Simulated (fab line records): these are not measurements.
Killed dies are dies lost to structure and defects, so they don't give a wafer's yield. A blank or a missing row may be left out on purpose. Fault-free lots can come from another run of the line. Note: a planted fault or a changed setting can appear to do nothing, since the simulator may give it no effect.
Which tool is to blame? + flow berkeley_cmos170 + 45 wafers from 15 lots sampled at 5 of the route's 331 steps

## WHAT EACH GAUGE READ, for each wafer
UCB170_GATE_THK_MEAS_05. Usual: for GATE_POLY_THK the level is 213.6 nm and the standard deviation is 2.2.
| lot  | measured     | on            | GATE_POLY_THK (nm) | flag |
|------|--------------|---------------|--------------------|------|
| L273 | day 7 02:19  | film_metro-03 | 212.9 211.9 213.2  |      |
| L277 | day 7 15:10  | film_metro-02 | 213.5 213.3 210.0  |      |
| L275 | day 7 15:14  | film_metro-02 | 213.4 213.5 214.8  |      |
| L276 | day 7 15:14  | film_metro-04 | 213.5 212.6 211.6  |      |
| L274 | day 7 15:14  | film_metro-03 | 212.7 213.0 212.2  |      |
| L279 | day 8 10:10  | film_metro-04 | 213.6 211.9 212.7  |      |
| L281 | day 8 10:13  | film_metro-02 | 212.5 210.6 211.7  |      |
| L283 | day 8 23:18  | film_metro-02 | 215.5 216.9 215.6  |      |
| L282 | day 8 23:20  | film_metro-03 | 210.4 212.9 213.8  |      |
| L284 | day 9 09:47  | film_metro-04 | 214.8 215.3 215.5  |      |
| L286 | day 9 21:49  | film_metro-04 | 215.5 215.6 216.1  |      |
| L289 | day 10 17:03 | film_metro-04 | 218.2 218.2 217.4  |      |
| L292 | day 11 07:29 | film_metro-04 | 213.6 212.9 213.9  |      |
| L294 | day 11 07:32 | film_metro-04 | 212.7 212.6 213.4  |      |
| L295 | day 11 15:20 | film_metro-04 | 212.3 213.6 213.3  |      |

UCB170_NLDD_CD_MEAS_06: target cd 1200 nm. Usual: 1199.7 nm for cd_nm, sd 1.4.
| lot  | measured     | on        | cd_nm (nm)           | flag |
|------|--------------|-----------|----------------------|------|
| L273 | day 7 07:07  | cd_sem-01 | 1199.3 1199.8 1198.9 |      |
| L277 | day 7 23:34  | cd_sem-02 | 1197.3 1198.4 1198.1 |      |
| L275 | day 8 00:02  | cd_sem-02 | 1198.7 1199.6 1199.6 |      |
| L276 | day 8 00:11  | cd_sem-01 | 1199.2 1200.5 1200.8 |      |
| L274 | day 7 23:50  | cd_sem-01 | 1200.6 1200.6 1199.9 |      |
| L279 | day 8 15:28  | cd_sem-02 | 1201.2 1200.7 1200.6 |      |
| L281 | day 8 15:43  | cd_sem-01 | 1199.7 1197.9 1200.4 |      |
| L283 | day 9 07:25  | cd_sem-01 | 1200.3 1198.8 1199.9 |      |
| L282 | day 9 08:01  | cd_sem-01 | 1202.6 1201.4 1202.2 |      |
| L284 | day 9 14:47  | cd_sem-02 | 1202.4 1202.9 1202.3 |      |
| L286 | day 10 02:35 | cd_sem-02 | 1197.9 1199.1 1198.8 |      |
| L289 | day 10 22:22 | cd_sem-02 | 1199.1 1200.4 1199.7 |      |
| L292 | day 11 13:18 | cd_sem-02 | 1201.0 1199.8 1200.6 |      |
| L294 | day 11 13:34 | cd_sem-02 | 1199.9 1200.7 1200.1 |      |
| L295 | day 11 21:04 | cd_sem-02 | 1199.5 1199.3 1199.4 |      |

UCB170_NLDD_OVL_MEAS_07. Usual: for NLDD_OVL the level is 0 nm and the standard deviation is 6.
| lot  | measured     | on         | NLDD_OVL (nm) | flag |
|------|--------------|------------|---------------|------|
| L273 | day 7 07:14  | overlay-02 | -7 -7 1       |      |
| L277 | day 7 23:41  | overlay-01 | 1 2 4         |      |
| L275 | day 8 00:10  | overlay-01 | -4 -9 -9      |      |
| L276 | day 8 00:17  | overlay-02 | -4 5 4        |      |
| L274 | day 7 23:56  | overlay-02 | 2 -1 4        |      |
| L279 | day 8 15:35  | overlay-01 | 3 7 8         |      |
| L281 | day 8 15:50  | overlay-02 | 0 4 2         |      |
| L283 | day 9 07:32  | overlay-01 | -13 -8 0      |      |
| L282 | day 9 08:05  | overlay-02 | -6 -4 0       |      |
| L284 | day 9 14:55  | overlay-01 | -7 -8 -4      |      |
| L286 | day 10 02:43 | overlay-02 | 9 9 4         |      |
| L289 | day 10 22:27 | overlay-01 | 2 3 10        |      |
| L292 | day 11 13:25 | overlay-02 | -10 -2 -3     |      |
| L294 | day 11 13:41 | overlay-02 | 4 10 6        |      |
| L295 | day 11 21:11 | overlay-02 | 2 9 -1        |      |

UCB170_PSD_OVL_MEAS_07. Usual: for PSD_OVL the level is 0 nm and the standard deviation is 6.1.
| lot  | measured     | on         | PSD_OVL (nm)   | flag |
|------|--------------|------------|----------------|------|
| L273 | day 7 15:32  | overlay-02 | 1 0 9          |      |
| L277 | day 8 08:40  | overlay-01 | -12 -5 -2      |      |
| L275 | day 8 08:55  | overlay-02 | 0 6 10         |      |
| L276 | day 8 09:02  | overlay-01 | -1 2 6         |      |
| L274 | day 8 08:35  | overlay-02 | -4 -12 -5      |      |
| L279 | day 9 00:02  | overlay-02 | 2 -3 1         |      |
| L281 | day 9 00:28  | overlay-02 | -4 -4 1        |      |
| L283 | day 9 19:07  | overlay-01 | 0 -5 2         |      |
| L282 | day 9 19:25  | overlay-01 | -5 1 6         |      |
| L284 | day 9 19:14  | overlay-02 | 1 -1 4         |      |
| L286 | day 10 09:46 | overlay-02 | 8 -5 0         |      |
| L289 | day 11 08:08 | overlay-02 | -143 -155 -147 | OFF  |
| L292 | day 11 22:30 | overlay-02 | -3 0 -7        |      |
| L294 | day 11 22:38 | overlay-02 | -161 -169 -170 | OFF  |
| L295 | day 12 03:59 | overlay-01 | -161 -158 -161 | OFF  |

## TOOL THAT RAN EACH LOT (tool first, then ch and the chambers of the sampled wafers, then the start)
| lot  | UCB170_PSD_EXPOSE_03              |
|------|-----------------------------------|
| L273 | krf_scanner-02 ch 0, day 7 14:56  |
| L277 | krf_scanner-02 ch 0, day 8 08:09  |
| L275 | krf_scanner-01 ch 0, day 8 08:23  |
| L276 | krf_scanner-01 ch 0, day 8 08:32  |
| L274 | krf_scanner-01 ch 0, day 8 07:57  |
| L279 | krf_scanner-02 ch 0, day 8 23:19  |
| L281 | krf_scanner-02 ch 0, day 8 23:26  |
| L283 | krf_scanner-02 ch 0, day 9 18:36  |
| L282 | krf_scanner-02 ch 0, day 9 18:54  |
| L284 | krf_scanner-02 ch 0, day 9 18:43  |
| L286 | krf_scanner-01 ch 0, day 10 09:16 |
| L289 | krf_scanner-02 ch 0, day 11 07:26 |
| L292 | krf_scanner-01 ch 0, day 11 21:26 |
| L294 | krf_scanner-02 ch 0, day 11 21:40 |
| L295 | krf_scanner-02 ch 0, day 12 03:29 |
- UCB170_PSD_EXPOSE_03: exposes mask PSELECT MOD, target cd 1200 nm.

## WHAT THE TOOLS THEMSELVES READ (means of the sampled wafers that have a number; where no wafer has one, the mark that the record gives instead)
UCB170_PSD_EXPOSE_03. Usual: 23.03 C for reticle_temp_C, sd 0.092.
| lot  | tool           | reticle_temp_C (C) | flag |
|------|----------------|--------------------|------|
| L273 | krf_scanner-02 | 23.03              |      |
| L277 | krf_scanner-02 | 22.95              |      |
| L275 | krf_scanner-01 | 23.07              |      |
| L276 | krf_scanner-01 | 22.97              |      |
| L274 | krf_scanner-01 | 22.93              |      |
| L279 | krf_scanner-02 | 22.95              |      |
| L281 | krf_scanner-02 | 23.05              |      |
| L283 | krf_scanner-02 | 23.03              |      |
| L282 | krf_scanner-02 | 22.96              |      |
| L284 | krf_scanner-02 | 23.14              |      |
| L286 | krf_scanner-01 | 22.96              |      |
| L289 | krf_scanner-02 | 23.06              |      |
| L292 | krf_scanner-01 | 23.08              |      |
| L294 | krf_scanner-02 | 23.09              |      |
| L295 | krf_scanner-02 | 22.97              |      |

## THE ANSWER, worked out from the rows above alone
Rule: take the mean of a lot's wafers that have a number; if it is more than 3 standard deviations from the usual mean, the lot is off. Also off: a lot with no number at a reading for which 4 or more lots have one. Any other lot the step has rows for is counted as sound. After the gauges, taken in route order, come the tools' own readings; for these a lot's mean is taken, as printed above. At the first step where some lot is off, the reading lying furthest off is the one used; lots without a number count as furthest.
Off: L289, L294, L295, seen at UCB170_PSD_OVL_MEAS_07 (PSD_OVL).
If a tool, at a process step before that reading, ran all the lots that are off and no sound lot after the first of them, it fits. Those tools and the gauges at UCB170_PSD_OVL_MEAS_07 are tried in the same way. One fits: krf_scanner-02 at UCB170_PSD_EXPOSE_03. A fault onset in the window from L282 (day 9 18:54, its last sound lot) to L289 (day 11 07:26, its first lot off) fits.

## WHAT HAD BEEN PUT IN BY THE SIMULATOR
Scanner matching overlay: krf_scanner-02, from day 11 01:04 on, at UCB170_PSD_EXPOSE_03. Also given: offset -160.
Struck lots among those shown: L289, L294, L295. The rule above reached the same finding.
